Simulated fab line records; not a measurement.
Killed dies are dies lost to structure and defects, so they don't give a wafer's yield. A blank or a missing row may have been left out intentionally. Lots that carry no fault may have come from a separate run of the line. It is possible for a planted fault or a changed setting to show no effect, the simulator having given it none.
fab line records | flow berkeley_cmos170
record: lots: 5 wafers: 15 last_day: 12
route steps=331 shown GATE@138 PLDD@145
lots that met no fault: from a run of the same line without faults
start_h: start of the lot's first displayed wafer, in hours after the record's first day | wait_h: hours elapsed since this lot's preceding step | " same as the row above | L1.1+2: a row that stands for several wafers | - no value, or no start was given | * or withheld: withheld | < > ~ a bound
route shown NAME@n: names a module that has steps shown in the file, with the first one's number in the route | usual: mean/standard deviation taken from wafers without a fault | same: alike in all rows | chamber/n: place in a boat | sites: each site's reading | _std_site: the values' standard deviation | _edge_site: outer sites' mean less inner sites' | radius_mm: how far each site lies from the wafer's centre | mask NAME#n: copy n | behind: the last tool/chamber to shape the wafer | hold: cause of the lot's hold/its duration in hours/its outcome | device: names the non-switching transistor (n, p or np) | end of line: tests of these same wafers at the route's end | a step given without rows: its recipe and nothing more | killed: count of dies lost to structure and defects at first sort (not the wafer's yield) | map: a wafer's dies, x killed, . not, _ none there
set.NAME: the setting that was run; set.NAME@STEP: the one run at that earlier step | model.NAME: the simulator's own value behind a step, which no gauge read
lots seen at some steps along the route; tables by step, rows by wafer
services: a tool's chamber out of use, with start hour (start_h, from the record's first day; less than 0 if before it), hours out, and reason
== steps ==
step: UCB170_GATE_CD_MEAS_12
recipe: target_cd_nm: 350
usual: cd_nm: 349.8/1.5
columns lot.wafer tool chamber start_h wait_h cd_nm
L081.2 cd_sem-01 - 180.63 - 349.3
L081.5 " - " " 350.6
L081.6 " - " " 349.5
L079.1 cd_sem-01 - 180.89 - 348.5
L079.4 " - " " 348.1
L079.6 " - " " 346.7
L083.1 cd_sem-02 - 189.45 - 351.2
L083.4 " - " " 350.6
L083.6 " - " " 351.2
L092.1 cd_sem-01 - 236.70 - 351.3
L092.2 " - " " 351.1
L092.5 " - " " 351.4
L097.3 cd_sem-02 - 255.83 - 348.3
L097.4 " - " " 348.3
L097.5 " - " " 345.8
step: UCB170_GATE_OVL_MEAS_13
usual: GATE_OVL: 1/5.7
columns lot.wafer tool chamber start_h wait_h GATE_OVL[nm]
L081.2 overlay-01 - 180.74 0.1 -1
L081.5 " - " " 6
L081.6 " - " " 0
L079.1 overlay-02 - 181.01 0.1 8
L079.4 " - " " 0
L079.6 " - " " 4
L083.1 overlay-02 - 189.57 0.1 -8
L083.4 " - " " -9
L083.6 " - " " -2
L092.1 overlay-01 - 236.82 0.1 2
L092.2 " - " " 2
L092.5 " - " " 6
L097.3 overlay-02 - 255.92 0.1 4
L097.4 " - " " -4
L097.5 " - " " 3
step: UCB170_GATE_ETCH_14
recipe: chemistry: N2/H2 target_depth_a: withheld overetch_a: withheld target: BARC time_s: withheld source_w: 500 bias_w: 100 pressure_mtorr: 30 n2_flow_sccm: 100 h2_flow_sccm: 200
usual: chamber_pressure_mTorr: 30.000/0.027 drypump_motor_current_A: 5.8/0.54 oes_product_au: 0.995/0.02 throttle_valve_pct: 13.29/0.16
columns lot.wafer tool chamber start_h wait_h chamber_pressure_mTorr drypump_motor_current_A oes_product_au throttle_valve_pct
L081.2 rie_diel-03 3 180.77 0.0 29.971 5.0 0.958 13.32
L081.5 " 1 " " 29.976 6.5 0.997 13.46
L081.6 " 2 " " 29.930 6.3 1.015 13.25
L079.1 rie_diel-04 2 181.04 0.0 29.997 5.7 1.007 13.50
L079.4 " 0 " " 29.993 5.6 1.010 13.13
L079.6 " 2 " " 29.975 5.7 1.013 13.49
L083.1 rie_diel-02 3 189.61 0.0 30.016 6.2 0.980 12.94
L083.4 " 0 " " 29.993 5.6 0.977 13.49
L083.6 " 1 " " 29.961 5.2 0.984 13.26
L092.1 rie_diel-03 2 236.85 0.0 30.039 6.3 1.024 13.25
L092.2 " 3 " " 29.947 5.0 0.965 13.32
L092.5 " 1 " " 29.976 6.6 1.007 13.46
L097.3 rie_diel-02 0 255.95 0.0 30.011 5.6 0.977 13.50
L097.4 " 2 " " 30.007 6.1 1.007 13.10
L097.5 " 1 " " 29.993 5.2 0.986 13.26
step: UCB170_GATE_ETCH_15
recipe: chemistry: HBr/Cl2 target: poly-Si stop_on: SiO2 over_etch_frac: 0.3 icp_w: 300 bias_w: 150 time_s: 56.3 pressure_mtorr: 15 HBr_flow_sccm: 150 Cl2_flow_sccm: 50 target_depth_a: 2782
usual: HBr_flow_sccm: 150.0/0.43 chamber_pressure_mTorr: 14.999/0.013 drypump_motor_current_A: 5.72/0.29 oes_product_au: 0.833/0.0099 throttle_valve_pct: 26.48/0.27
columns lot.wafer tool chamber start_h wait_h HBr_flow_sccm chamber_pressure_mTorr drypump_motor_current_A oes_product_au rf_hours_counter_h throttle_valve_pct
L081.2 rie_si-01 2 180.81 - 149.6 14.997 5.46 0.825 50 26.54
L081.5 " 2 " " 150.5 15.006 5.46 0.836 - 26.53
L081.6 " 3 " " 150.2 14.998 6.28 0.826 - 26.18
L079.1 rie_si-02 0 181.09 - 150.2 14.981 5.60 0.843 33 26.43
L079.4 " 2 " " 149.7 15.003 5.82 0.844 1 26.63
L079.6 " 3 " " 149.7 15.028 5.76 0.815 - 26.28
L083.1 rie_si-02 0 189.65 - 150.4 14.982 5.51 0.828 34 26.41
L083.4 " 1 " " 150.6 14.996 5.70 0.831 - 26.77
L083.6 " 2 " " 150.1 15.007 5.84 0.848 - 26.64
L092.1 rie_si-01 1 236.90 - 150.5 15.019 5.18 0.829 0 26.00
L092.2 " 3 " " 150.0 14.999 6.29 0.826 12 26.17
L092.5 " 1 " " 149.7 14.997 5.16 0.828 - 26.02
L097.3 rie_si-01 3 255.99 - 150.3 14.973 6.26 0.843 12 26.18
L097.4 " 0 " " 149.5 15.007 5.84 0.834 0 26.76
L097.5 " 3 " " 150.2 15.025 6.28 0.829 - 26.16
step: UCB170_GATE_STRIP_16
recipe: chemistry: O2 power_w: 400 pressure_mtorr: 3500 platen_temp_c: withheld o2_flow_sccm: 400 overash_fraction: 0.5
usual: chamber_pressure_mTorr: 3500/3.1 drypump_motor_current_A: 5.36/0.22 oes_product_au: 0.724/0.0041
columns lot.wafer tool chamber start_h wait_h chamber_pressure_mTorr drypump_motor_current_A oes_product_au rf_hours_counter_h
L081.2 plasma_asher-04 0 180.86 0.0 3495 5.47 0.721 6
L081.5 " 1 " " 3500 5.41 0.725 -
L081.6 " 0 " " 3497 5.47 0.725 -
L079.1 plasma_asher-01 0 181.13 0.0 3498 5.39 0.728 45
L079.4 " 1 " " 3494 5.77 0.726 -
L079.6 " 0 " " 3496 5.39 0.724 -
L083.1 plasma_asher-02 1 189.70 0.0 3501 5.04 0.723 47
L083.4 " 1 " " 3501 5.04 0.723 -
L083.6 " 1 " " 3501 5.03 0.723 -
L092.1 plasma_asher-01 1 236.94 0.0 3503 5.72 0.721 52
L092.2 " 0 " " 3502 5.40 0.720 52
L092.5 " 0 " " 3494 5.39 0.720 -
L097.3 plasma_asher-02 1 256.07 0.1 3502 5.06 0.721 -
L097.4 " 0 " " 3501 5.19 0.724 -
L097.5 " 0 " " 3499 5.18 0.729 -
step: UCB170_GATE_CD_MEAS_90
recipe: target_cd_nm: 350
usual: cd_nm: 349.5/1.4
columns lot.wafer tool chamber start_h wait_h cd_nm
L081.2 cd_sem-02 - 180.98 0.1 349.5
L081.5 " - " " 350.0
L081.6 " - " " 348.2
L079.1 cd_sem-01 - 181.23 0.1 347.3
L079.4 " - " " 348.7
L079.6 " - " " 345.9
L083.1 cd_sem-01 - 189.80 0.1 350.8
L083.4 " - " " 349.7
L083.6 " - " " 350.4
L092.1 cd_sem-01 - 237.04 0.1 350.0
L092.2 " - " " 350.7
L092.5 " - " " 351.0
L097.3 cd_sem-02 - 256.18 0.1 348.5
L097.4 " - " " 348.2
L097.5 " - " " 345.6
step: UCB170_GATE_CLEAN_17
recipe: chemistry: SPM temp_c: 120 time_s: 600
usual: bath_heat_duty_pct: 12.4/1.1
columns lot.wafer tool chamber start_h wait_h bath_heat_duty_pct
L079.1 wet_bench-02 2 181.54 0.3 11.6
L079.4 " 2 " " 12.9
L079.6 " 2 " " 11.7
L081.2 wet_bench-02 0 181.54 0.5 11.2
L081.5 " 0 " " 11.2
L081.6 " 0 " " 11.7
L083.1 wet_bench-01 3 189.92 0.1 12.8
L083.4 " 3 " " 13.3
L083.6 " 3 " " 10.8
L092.1 wet_bench-01 3 239.03 2.0 11.9
L092.2 " 3 " " 12.1
L092.5 " 3 " " 13.2
L097.3 wet_bench-01 1 256.30 0.1 13.3
L097.4 " 1 " " 12.8
L097.5 " 1 " " 14.0
step: UCB170_PLDD_HMDS_00
recipe: prime_time_s: 60 prime_temp_c: 99.49
usual: exhaust_pa: 45.1/0.97
columns lot.wafer tool chamber start_h wait_h exhaust_pa
L081.2 litho_track-04 0 182.19 0.5 47.4
L081.5 " 0 " " 45.9
L081.6 " 0 " " 46.8
L079.1 litho_track-02 0 182.22 0.5 44.0
L079.4 " 0 " " 44.5
L079.6 " 0 " " 43.7
L083.1 litho_track-04 0 190.70 0.6 46.5
L083.4 " 0 " " 46.8
L083.6 " 0 " " 46.8
L092.1 litho_track-02 0 239.67 0.5 44.3
L092.2 " 0 " " 46.3
L092.5 " 0 " " 44.1
L097.3 litho_track-01 0 256.52 0.1 46.7
L097.4 " 0 " " 45.8
L097.5 " 0 " " 46.6
step: UCB170_PLDD_COAT_01
recipe: resist: KrF spin_rpm: 1500 resist_thk_nm: 900
usual: exhaust_pa: 45.0/0.85
columns lot.wafer tool chamber start_h wait_h exhaust_pa
L081.2 litho_track-04 0 182.34 0.1 44.3
L081.5 " 0 " " 46.6
L081.6 " 0 " " 45.9
L079.1 litho_track-02 0 182.37 0.1 42.8
L079.4 " 0 " " 44.8
L079.6 " 0 " " 44.1
L083.1 litho_track-04 0 190.85 0.1 44.6
L083.4 " 0 " " 43.9
L083.6 " 0 " " 45.3
L092.1 litho_track-02 0 239.82 0.1 45.8
L092.2 " 0 " " 45.0
L092.5 " 0 " " 44.6
L097.3 litho_track-01 0 256.67 0.1 43.9
L097.4 " 0 " " 44.6
L097.5 " 0 " " 44.6
step: UCB170_PLDD_SOFTBAKE_02
recipe: resist: KrF temp_c: 130 time_s: 60
usual: exhaust_pa: 44.9/0.85
columns lot.wafer tool chamber start_h wait_h exhaust_pa
L081.2 litho_track-04 0 182.49 0.1 44.6
L081.5 " 0 " " 42.9
L081.6 " 0 " " 45.1
L079.1 litho_track-02 0 182.52 0.1 46.3
L079.4 " 0 " " 43.4
L079.6 " 0 " " 45.7
L083.1 litho_track-04 0 191.00 0.1 45.0
L083.4 " 0 " " 44.6
L083.6 " 0 " " 44.8
L092.1 litho_track-02 0 239.97 0.1 45.9
L092.2 " 0 " " 45.0
L092.5 " 0 " " 44.2
L097.3 litho_track-01 0 256.82 0.1 44.4
L097.4 " 0 " " 44.1
L097.5 " 0 " " 44.1
step: UCB170_PLDD_EXPOSE_03
recipe: mask_id: PSELECT na: 0.5 sigma_outer: 0.6 source_shape: conventional target_cd_nm: 1200 dose_mj: 30
usual: exposure_dose_mJ_cm2: 29.996/0.029
columns lot.wafer tool chamber start_h wait_h mask exposure_dose_mJ_cm2
L081.2 krf_scanner-01 0 182.64 0.1 PSELECT#0 29.995
L081.5 " 0 " " PSELECT#0 29.969
L081.6 " 0 " " PSELECT#0 29.985
L079.1 krf_scanner-02 0 182.87 0.3 PSELECT#0 30.014
L079.4 " 0 " " PSELECT#0 29.992
L079.6 " 0 " " PSELECT#0 30.000
L083.1 krf_scanner-01 0 191.27 0.2 PSELECT#0 29.960
L083.4 " 0 " " PSELECT#0 29.994
L083.6 " 0 " " PSELECT#0 29.993
L092.1 krf_scanner-01 0 240.35 0.4 PSELECT#0 29.993
L092.2 " 0 " " PSELECT#0 30.011
L092.5 " 0 " " PSELECT#0 29.993
L097.3 krf_scanner-02 0 257.09 0.2 PSELECT#0 30.046
L097.4 " 0 " " PSELECT#0 30.016
L097.5 " 0 " " PSELECT#0 30.022
step: UCB170_PLDD_PEB_04
recipe: peb_temp_c: 130 peb_time_s: withheld resist: KrF
usual: exhaust_pa: 44.9/0.9
columns lot.wafer tool chamber start_h wait_h exhaust_pa
L081.2 litho_track-02 0 182.97 0.3 44.6
L081.5 " 0 " " 45.2
L081.6 " 0 " " 44.9
L079.1 litho_track-02 0 183.22 0.3 44.1
L079.4 " 0 " " 44.9
L079.6 " 0 " " 44.2
L083.1 litho_track-01 0 191.39 0.1 45.1
L083.4 " 0 " " 44.9
L083.6 " 0 " " 43.9
L092.1 litho_track-01 0 240.90 0.5 43.2
L092.2 " 0 " " 44.1
L092.5 " 0 " " 44.3
L097.3 litho_track-04 0 257.62 0.5 43.9
L097.4 " 0 " " 45.1
L097.5 " 0 " " 44.7
step: UCB170_PLDD_DEVELOP_05
recipe: developer: TMAH develop_time_s: 45 resist: KrF dev_temp_c: 21
usual: exhaust_pa: 45.0/0.88
columns lot.wafer tool chamber start_h wait_h exhaust_pa
L081.2 litho_track-02 0 - - 45.0
L081.5 " 0 " " 45.2
L081.6 " 0 " " 45.1
L079.1 litho_track-02 0 - - 43.4
L079.4 " 0 " " 42.9
L079.6 " 0 " " 44.2
L083.1 litho_track-01 0 - - 45.8
L083.4 " 0 " " 45.1
L083.6 " 0 " " 44.5
L092.1 litho_track-01 0 - - 44.3
L092.2 " 0 " " 44.2
L092.5 " 0 " " 44.1
L097.3 litho_track-04 0 - - 44.0
L097.4 " 0 " " 43.6
L097.5 " 0 " " 44.3
step: UCB170_PLDD_CD_MEAS_06
recipe: target_cd_nm: 1200
usual: cd_nm: 1199.9/1.4
columns lot.wafer tool chamber start_h wait_h cd_nm
L081.2 cd_sem-01 - 183.24 - 1198.8
L081.5 " - " " 1198.3
L081.6 " - " " 1199.9
L079.1 cd_sem-02 - 183.49 - 1200.0
L079.4 " - " " 1199.3
L079.6 " - " " 1197.3
L083.1 cd_sem-01 - 191.66 - 1199.7
L083.4 " - " " 1200.3
L083.6 " - " " 1199.4
L092.1 cd_sem-01 - 241.17 - 1200.8
L092.2 " - " " 1200.9
L092.5 " - " " 1199.9
L097.3 cd_sem-01 - 257.88 - 1200.6
L097.4 " - " " 1199.1
L097.5 " - " " 1197.9
step: UCB170_PLDD_OVL_MEAS_07
usual: PLDD_OVL: 0/5.3
columns lot.wafer tool chamber start_h wait_h PLDD_OVL[nm]
L081.2 overlay-01 - 183.34 0.1 1
L081.5 " - " " -3
L081.6 " - " " 3
L079.1 overlay-01 - 183.61 0.1 -8
L079.4 " - " " -1
L079.6 " - " " -1
L083.1 overlay-01 - 191.78 0.1 0
L083.4 " - " " -11
L083.6 " - " " 0
L092.1 overlay-01 - 241.29 0.1 0
L092.2 " - " " 0
L092.5 " - " " 3
L097.3 overlay-02 - 257.98 0.1 -3
L097.4 " - " " 3
L097.5 " - " " -2
step: UCB170_PLDD_IMPLANT_08
recipe: species: BF2 dose_cm2: 5e+13 energy_kev: 10 tilt_deg: 7 rotation_deg: 0
columns lot.wafer tool chamber start_h wait_h
L081.2+5+6 implanter-01 0 183.40 0.0
L079.1+4+6 implanter-02 0 183.65 0.0
L083.1+4+6 implanter-02 0 191.82 0.0
L092.1+2+5 implanter-01 0 241.33 0.0
L097.3+4+5 implanter-01 0 258.05 0.1
== services ==
columns tool chamber start_h hours kind
rie_si-02 0 174.28 3.8 repair
rie_diel-04 1 177.78 5.5 repair
rie_si-01 - 182.75 0.3 repair
krf_scanner-01 - 182.78 1.7 repair
plasma_asher-04 - 183.36 3.0 repair
rie_diel-04 2 184.69 5.2 repair
rie_si-02 3 185.25 - clean
plasma_asher-04 - 185.76 2.0 repair
rie_diel-04 1 199.88 3.4 repair
krf_scanner-02 - 200.80 0.6 repair
rie_diel-03 3 202.35 9.5 repair
implanter-02 - 207.46 27.7 pm
krf_scanner-02 - 210.04 5.0 repair
plasma_asher-02 - 221.27 4.3 pm
rie_si-01 0 226.51 - clean
rie_si-01 0 226.51 17.9 scheduled_down
rie_si-01 0 226.51 17.9 vent_cycle
implanter-02 - 235.18 4.0 pm
rie_diel-03 - 236.35 0.4 repair
plasma_asher-02 - 239.97 14.6 pm
rie_diel-02 1 240.04 3.7 repair
rie_si-02 1 252.19 3.9 repair
rie_diel-04 1 255.65 8.1 repair
krf_scanner-01 - 256.96 1.1 repair
== key ==
fault none
